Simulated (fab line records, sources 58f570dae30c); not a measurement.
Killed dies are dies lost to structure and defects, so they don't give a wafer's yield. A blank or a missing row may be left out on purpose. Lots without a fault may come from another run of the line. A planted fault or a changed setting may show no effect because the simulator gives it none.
Which tool did it? | flow berkeley_cmos170 | 14 lots, 42 wafers sampled, at 6 steps of a route of 331

WHAT THE GAUGES READ, wafer by wafer
UCB170_NSD_TW_MEAS_10. Usual: NSD_TW 4180, standard deviation 45.
lot  | measured     | on            | NSD_TW         | flag
L302 | day 7 18:57  | film_metro-03 | 4146 4134 4136 |
L304 | day 8 11:22  | film_metro-04 | 4222 4237 4254 |
L305 | day 8 11:33  | film_metro-01 | 4175 4206 4192 |
L309 | day 9 02:25  | film_metro-04 | 4236 4255 4220 |
L308 | day 9 04:34  | film_metro-04 | 4243 4240 4241 |
L315 | day 10 14:25 | film_metro-01 | 4170 4141 4154 |
L316 | day 10 22:22 | film_metro-03 | 4110 4130 4122 |
L319 | day 11 12:10 | film_metro-01 | 4160 4153 4163 |
L318 | day 11 12:23 | film_metro-04 | 4225 4240 4229 |
L323 | day 12 01:04 | film_metro-01 | 4194 4175 4188 |
L320 | day 12 01:20 | film_metro-03 | 4128 4154 4121 |
L322 | day 12 01:28 | film_metro-04 | 4237 4242 4253 |
L324 | day 12 05:47 | film_metro-04 | 4228 4241 4223 |
L325 | day 12 06:55 | film_metro-01 | 4148 4149 4184 |

UCB170_SILICIDE_RS_MEAS_02: measures by four-point-probe. Usual: SILICIDE_TI_RS 26.2 ohm/sq, standard deviation 0.36.
lot  | measured     | on            | SILICIDE_TI_RS (ohm/sq) | flag
L302 | day 7 21:47  | film_metro-02 | 25.7 25.9 25.8          |
L304 | day 8 13:02  | film_metro-02 | 26.5 26.3 26.2          |
L305 | day 8 13:13  | film_metro-03 | 26.1 26.2 26.0          |
L309 | day 9 06:19  | film_metro-02 | 26.0 26.0 26.5          |
L308 | day 9 06:56  | film_metro-01 | 26.2 27.0 26.5          |
L315 | day 10 16:15 | film_metro-02 | 25.9 26.4 25.8          |
L316 | day 11 00:01 | film_metro-01 | 25.6 25.9 25.5          |
L319 | day 11 13:52 | film_metro-03 | 26.0 25.7 25.9          |
L318 | day 11 14:20 | film_metro-02 | 26.7 26.4 26.3          |
L323 | day 12 05:31 | film_metro-02 | 26.7 26.4 26.2          |
L320 | day 12 05:27 | film_metro-01 | 26.7 26.3 26.1          |
L322 | day 12 05:17 | film_metro-01 | 25.5 25.9 25.8          |
L324 | day 12 07:39 | film_metro-02 | 26.3 26.5 26.4          |
L325 | day 12 08:37 | film_metro-02 | 26.1 26.1 26.1          |

UCB170_CONTACT_CD_MEAS_90: target cd 700 nm. Usual: cd_nm 700.1 nm, standard deviation 1.7.
lot  | measured     | on        | cd_nm (nm)        | flag
L302 | day 8 02:38  | cd_sem-01 | 698.1 699.5 699.7 |
L304 | day 8 18:53  | cd_sem-01 | 703.4 700.7 702.4 |
L305 | day 8 19:10  | cd_sem-01 | 699.7 698.8 700.3 |
L309 | day 9 11:37  | cd_sem-02 | 699.4 700.0 700.9 |
L308 | day 9 12:07  | cd_sem-02 | 698.1 698.0 697.8 |
L315 | day 10 22:28 | cd_sem-02 | 698.0 700.0 698.2 |
L316 | day 11 05:23 | cd_sem-01 | 698.0 699.3 697.5 |
L319 | day 11 22:04 | cd_sem-01 | 697.5 698.1 696.8 |
L318 | day 11 21:32 | cd_sem-02 | 698.7 702.3 701.8 |
L323 | day 12 11:22 | cd_sem-01 | 700.3 699.4 701.3 |
L320 | day 12 11:08 | cd_sem-01 | 700.4 702.5 699.5 |
L322 | day 12 10:57 | cd_sem-01 | 700.1 700.5 701.5 |
L324 | day 12 12:31 | cd_sem-01 | 699.8 702.1 699.2 |
L325 | day 12 14:35 | cd_sem-01 | 699.6 702.1 697.2 |

UCB170_M1_RS_MEAS_01: measures by four-point-probe. Usual: M1_AL_RS 0.0484 ohm/sq, standard deviation 0.00058.
lot  | measured     | on            | M1_AL_RS (ohm/sq)    | flag
L302 | day 8 03:05  | film_metro-03 | 0.0481 0.0480 0.0489 |
L304 | day 8 19:14  | film_metro-04 | 0.0475 0.0469 0.0466 |
L305 | day 8 19:46  | film_metro-03 | 0.0237 0.0239 0.0240 | OFF
L309 | day 9 11:59  | film_metro-03 | 0.0482 0.0483 0.0484 |
L308 | day 9 13:03  | film_metro-01 | 0.0241 0.0237 0.0241 | OFF
L315 | day 10 22:50 | film_metro-04 | 0.0488 0.0483 0.0491 |
L316 | day 11 05:45 | film_metro-01 | 0.0486 0.0481 0.0489 |
L319 | day 11 22:26 | film_metro-01 | 0.0492 0.0487 0.0484 |
L318 | day 11 21:53 | film_metro-01 | 0.0485 0.0488 0.0479 |
L323 | day 12 11:46 | film_metro-04 | 0.0491 0.0489 0.0490 |
L320 | day 12 11:36 | film_metro-01 | 0.0481 0.0485 0.0482 |
L322 | day 12 11:26 | film_metro-04 | 0.0474 0.0480 0.0480 |
L324 | day 12 12:53 | film_metro-03 | 0.0481 0.0486 0.0486 |
L325 | day 12 14:58 | film_metro-01 | 0.0490 0.0490 0.0492 |

UCB170_M1_THK_MEAS_02: measures by xrf. Usual: M1_AL_THK 594 nm, standard deviation 10.
lot  | measured     | on            | M1_AL_THK (nm) | flag
L302 | day 8 03:13  | film_metro-03 | 597 598 588    |
L304 | day 8 19:21  | film_metro-04 | 612 618 626    |
L305 | day 8 19:52  | film_metro-03 | 1199 1191 1185 | OFF
L309 | day 9 12:05  | film_metro-03 | 601 596 596    |
L308 | day 9 13:10  | film_metro-01 | 1163 1183 1155 | OFF
L315 | day 10 22:57 | film_metro-04 | 597 601 597    |
L316 | day 11 05:52 | film_metro-01 | 587 594 582    |
L319 | day 11 22:32 | film_metro-01 | 577 581 588    |
L318 | day 11 21:59 | film_metro-01 | 585 585 593    |
L323 | day 12 11:53 | film_metro-04 | 588 596 586    |
L320 | day 12 11:43 | film_metro-01 | 590 584 592    |
L322 | day 12 11:32 | film_metro-04 | 606 601 604    |
L324 | day 12 13:00 | film_metro-03 | 593 589 588    |
L325 | day 12 15:05 | film_metro-01 | 582 581 577    |

WHICH TOOL RAN EACH LOT (tool, then ch and the chambers of the sampled wafers, then the start)
lot  | UCB170_M1_SPUTTER_00
L302 | pvd_sputter-01, day 8 03:02
L304 | pvd_sputter-04, day 8 19:10
L305 | pvd_sputter-03, day 8 19:27
L309 | pvd_sputter-04, day 9 11:54
L308 | pvd_sputter-03, day 9 12:46
L315 | pvd_sputter-01, day 10 22:46
L316 | pvd_sputter-04, day 11 05:41
L319 | pvd_sputter-03, day 11 22:20
L318 | pvd_sputter-01, day 11 21:47
L323 | pvd_sputter-03, day 12 11:43
L320 | pvd_sputter-04, day 12 11:31
L322 | pvd_sputter-01, day 12 11:20
L324 | pvd_sputter-01, day 12 12:49
L325 | pvd_sputter-04, day 12 14:54
- UCB170_M1_SPUTTER_00: material Al, target thk 600 nm, time 80 s.

WHAT THE TOOLS THEMSELVES READ (means of the sampled wafers that have a number; where no wafer has one, the mark that the record gives instead)
UCB170_M1_SPUTTER_00. Usual: throttle_valve_pct 29.9 %, standard deviation 1.1.
lot  | tool           | throttle_valve_pct (%) | flag
L302 | pvd_sputter-01 | 29.6                   |
L304 | pvd_sputter-04 | 29.6                   |
L305 | pvd_sputter-03 | 30.3                   |
L309 | pvd_sputter-04 | 29.9                   |
L308 | pvd_sputter-03 | 29.9                   |
L315 | pvd_sputter-01 | 28.7                   |
L316 | pvd_sputter-04 | 30.2                   |
L319 | pvd_sputter-03 | 30.1                   |
L318 | pvd_sputter-01 | 29.4                   |
L323 | pvd_sputter-03 | 30.6                   |
L320 | pvd_sputter-04 | 29.7                   |
L322 | pvd_sputter-01 | 28.6                   |
L324 | pvd_sputter-01 | 29.3                   |
L325 | pvd_sputter-04 | 29.3                   |

THE ANSWER, worked out from the rows above alone
Rule: a lot is off if the mean of its wafers that have a number lies more than 3 standard deviations from the usual mean. A lot without any number at a reading at which 4 lots or more have one is off too. The other lots that the step has rows for count as sound. The gauges are gone through in route order, then the tools' own readings, and for those a lot's mean is taken as printed above. The first step at which some lot is off is used, and at that step the reading that is off furthest; a lot without a number counts as furthest.
Off: L305, L308, at UCB170_M1_RS_MEAS_01 (M1_AL_RS).
A tool fits if, at a process step before that reading, it ran every lot that is off, and no sound lot after the first of them. The gauges at UCB170_M1_RS_MEAS_01 are tried like those tools. None of those tried fits.

WHAT THE SIMULATOR HAD PUT IN
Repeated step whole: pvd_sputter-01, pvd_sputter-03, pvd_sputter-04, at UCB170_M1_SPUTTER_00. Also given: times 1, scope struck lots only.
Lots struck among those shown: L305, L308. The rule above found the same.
